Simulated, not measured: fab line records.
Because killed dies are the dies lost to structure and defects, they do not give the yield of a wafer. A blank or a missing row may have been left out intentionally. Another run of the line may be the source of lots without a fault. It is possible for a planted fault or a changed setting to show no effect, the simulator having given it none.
fab line records | flow berkeley_cmos170
[record] lots = 14 | wafers = 42 | last_day = 12
route steps=331 shown PLDD@148
lots with no fault: from the same line, run without faults
start_h: hours from the record's first day to the start of the lot's first wafer shown | wait_h: hours elapsed since this lot's preceding step | " unchanged from the row above | L1.1+2: one row covering several wafers at once | - no value, or no start was given | * or withheld: withheld | < > ~ a bound
route shown NAME@n: names a module that has steps shown in the file, with the first one's number in the route | usual: average and standard deviation across the fault-free wafers | same: alike in all rows | chamber/n: place in a boat | sites: readings site by site | _std_site: standard deviation across them | _edge_site: the outer-site mean with the inner-site mean subtracted | radius_mm: how far each site lies from the wafer's centre | mask NAME#n: copy n | behind: the tool/chamber that last shaped the wafer | hold: cause of the lot's hold/its duration in hours/its outcome | device: the transistor (n, p or np) that didn't switch | end of line: the same wafers' tests at the end of the route | where a step has no rows: the recipe by itself | killed: at the first sort, the dies lost to defects and structure; wafer yield is something else | map: a wafer's dies, x killed, . not, _ none there
set.NAME: the setting the step ran with; set.NAME@STEP: the setting that earlier step ran with | model.NAME: the simulator's own value behind a step, which no gauge read
steps of the route over a sample of lots; a table a step, a row a wafer
services: the hour from which a tool's chamber was out of use, counted from the record's first day as start_h (under 0 if before that day), plus the number of hours and why
[[steps]]
[step UCB170_PLDD_EXPOSE_03]
[recipe] mask_id = PSELECT | na = 0.5 | sigma_outer = 0.6 | source_shape = conventional | target_cd_nm = 1200 | dose_mj = 30
lot.wafer  | tool           | chamber | start_h | wait_h | mask
L203.2+3+4 | krf_scanner-02 | 0       | 130.30  | 0.1    | PSELECT#0
L205.1+3+5 | krf_scanner-02 | 0       | 136.73  | 0.1    | PSELECT#0
L204.2+4+6 | krf_scanner-02 | 0       | 137.08  | 0.1    | PSELECT#0
L206.1+4+6 | krf_scanner-02 | 0       | 151.56  | 0.2    | PSELECT#0
L210.1+3+5 | krf_scanner-02 | 0       | 164.66  | 0.1    | PSELECT#0
L211.3+4+5 | krf_scanner-02 | 0       | 175.64  | 0.2    | PSELECT#0
L214.2+4+5 | krf_scanner-01 | 0       | 187.71  | -      | PSELECT#0
L220.1+2+3 | krf_scanner-01 | 0       | 204.48  | 0.2    | PSELECT#0
L219.3+5+6 | krf_scanner-01 | 0       | 205.43  | 0.1    | PSELECT#0
L221.3+4+6 | krf_scanner-01 | 0       | 216.85  | 0.1    | PSELECT#0
L223.3+5+6 | krf_scanner-01 | 0       | 230.95  | 0.1    | PSELECT#0
L222.3+4+6 | krf_scanner-01 | 0       | 231.13  | 0.1    | PSELECT#0
L224.2+4+5 | krf_scanner-01 | 0       | 231.63  | 0.2    | PSELECT#0
L226.1+4+6 | krf_scanner-01 | 0       | 237.94  | 0.1    | PSELECT#0
[step UCB170_PLDD_OVL_MEAS_07]
[usual] PLDD_OVL = -1/5.8
lot.wafer | tool       | chamber | start_h | wait_h | PLDD_OVL[nm]
L203.2    | overlay-02 | -       | 131.17  | 0.1    | 9
L203.3    | "          | -       | "       | "      | -3
L203.4    | "          | -       | "       | "      | 14
L205.1    | overlay-02 | -       | 137.44  | 0.1    | 7
L205.3    | "          | -       | "       | "      | 9
L205.5    | "          | -       | "       | "      | 11
L204.2    | overlay-02 | -       | 137.72  | 0.1    | -9
L204.4    | "          | -       | "       | "      | -10
L204.6    | "          | -       | "       | "      | -1
L206.1    | overlay-01 | -       | 152.77  | 0.1    | 1
L206.4    | "          | -       | "       | "      | 5
L206.6    | "          | -       | "       | "      | 7
L210.1    | overlay-02 | -       | 165.20  | 0.1    | 208
L210.3    | "          | -       | "       | "      | 197
L210.5    | "          | -       | "       | "      | 206
L211.3    | overlay-01 | -       | 176.12  | 0.1    | 211
L211.4    | "          | -       | "       | "      | 209
L211.5    | "          | -       | "       | "      | 204
L214.2    | overlay-02 | -       | 189.17  | 0.1    | -9
L214.4    | "          | -       | "       | "      | -2
L214.5    | "          | -       | "       | "      | -5
L220.1    | overlay-02 | -       | 205.00  | 0.1    | 1
L220.2    | "          | -       | "       | "      | 0
L220.3    | "          | -       | "       | "      | 2
L219.3    | overlay-01 | -       | 205.92  | 0.1    | -6
L219.5    | "          | -       | "       | "      | -3
L219.6    | "          | -       | "       | "      | 1
L221.3    | overlay-02 | -       | 217.94  | 0.1    | -3
L221.4    | "          | -       | "       | "      | -9
L221.6    | "          | -       | "       | "      | 1
L223.3    | overlay-01 | -       | 231.70  | 0.1    | -3
L223.5    | "          | -       | "       | "      | -1
L223.6    | "          | -       | "       | "      | -2
L222.3    | overlay-02 | -       | 231.77  | 0.1    | 1
L222.4    | "          | -       | "       | "      | -3
L222.6    | "          | -       | "       | "      | 0
L224.2    | overlay-01 | -       | 232.31  | 0.1    | 2
L224.4    | "          | -       | "       | "      | -4
L224.5    | "          | -       | "       | "      | -3
L226.1    | overlay-01 | -       | 239.03  | 0.1    | 3
L226.4    | "          | -       | "       | "      | 0
L226.6    | "          | -       | "       | "      | 8
[[services]]
tool           | chamber | start_h | hours | kind
krf_scanner-01 | -       | 114.82  | 1.0   | pm
krf_scanner-01 | -       | 119.88  | 36.0  | pm
krf_scanner-02 | -       | 154.75  | 3.7   | repair
krf_scanner-02 | -       | 158.40  | 0.8   | pm
krf_scanner-01 | -       | 163.39  | 0.8   | pm
krf_scanner-02 | -       | 165.10  | 0.6   | repair
krf_scanner-01 | -       | 172.29  | 1.3   | pm
krf_scanner-02 | -       | 176.28  | 0.1   | repair
krf_scanner-02 | -       | 179.69  | 8.9   | repair
krf_scanner-02 | -       | 204.16  | 3.3   | repair
krf_scanner-02 | -       | 214.35  | 0.2   | repair
krf_scanner-02 | -       | 226.32  | 1.3   | pm
krf_scanner-02 | -       | 230.01  | 3.6   | pm
[[key]]
[first_sign] step = UCB170_PLDD_OVL_MEAS_07 | reading = PLDD_OVL | direction = up | sigmas = 36 | usual = -1 | struck = 206
effect none on later readings
met_at UCB170_PLDD_EXPOSE_03
struck_lots L210,L211
tester_left_out L210,L211
onset_between 151.56 164.66
[fault] kind = scanner_matching_overlay | tool = krf_scanner-02 | chamber = - | onset_h = 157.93 | steps = UCB170_PLDD_EXPOSE_03 | offset = 203.19
// tester_left_out: of these lots the tester's yield and bins aren't shown, on N5 and GAA mostly nor the transistor test; their killed dies are dies lost to structure and defects alone, not to doping, threshold or leakage, so they don't give the yield
